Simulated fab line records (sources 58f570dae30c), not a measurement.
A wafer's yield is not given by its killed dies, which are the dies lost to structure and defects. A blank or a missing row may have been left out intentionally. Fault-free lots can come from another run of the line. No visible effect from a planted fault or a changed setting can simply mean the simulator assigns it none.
Matching of chambers + flow berkeley cmos170 + rie diel-04 running UCB170_M3_ETCH_17: 4 sister chambers
The step etches BARC in N2/H2. 4 wafers are shown with their chamber, then 7 later ones without.

## WAFERS, EACH WITH ITS CHAMBER
| wafer  | chamber | throttle valve pct (%) |
|--------|---------|------------------------|
| L387.2 | 2       | 13.51                  |
| L394.1 | 3       | 13.11                  |
| L395.1 | 1       | 13.36                  |
| L395.5 | 0       | 13.24                  |

## WAFERS WHOSE CHAMBER IS MISSING
| wafer  | throttle valve pct (%) |
|--------|------------------------|
| L395.6 | 13.11                  |
| L400.1 | 13.35                  |
| L400.5 | 13.22                  |
| L400.6 | 13.12                  |
| L405.2 | 13.22                  |
| L405.3 | 13.11                  |
| L405.5 | 13.10                  |

## EACH ONE'S CHAMBER
| wafer  | from the rows above | in truth |
|--------|---------------------|----------|
| L395.6 | 3                   | 3        |
| L400.1 | 1                   | 1        |
| L400.5 | 0                   | 0        |
| L400.6 | 3                   | 3        |
| L405.2 | 0                   | 0        |
| L405.3 | 3                   | 3        |
| L405.5 | 3                   | 3        |
7 of 7 placed correctly. Left unplaced by these rows: 0. Placed wrongly: 0.
How it was worked out, from the rows above alone: a wafer's distance from a chamber is the root of the sum, over the readings, of the square of ((its reading less the chamber's mean) divided by the reading's scatter). If the next closest chamber is less than 2 further off than the closest, the wafer can't be placed; otherwise it belongs to the closest. Each chamber's mean is taken over the wafers shown for it. The scatter: root of mean squared gap, hidden wafer to nearest shown wafer, with one shown wafer a chamber.
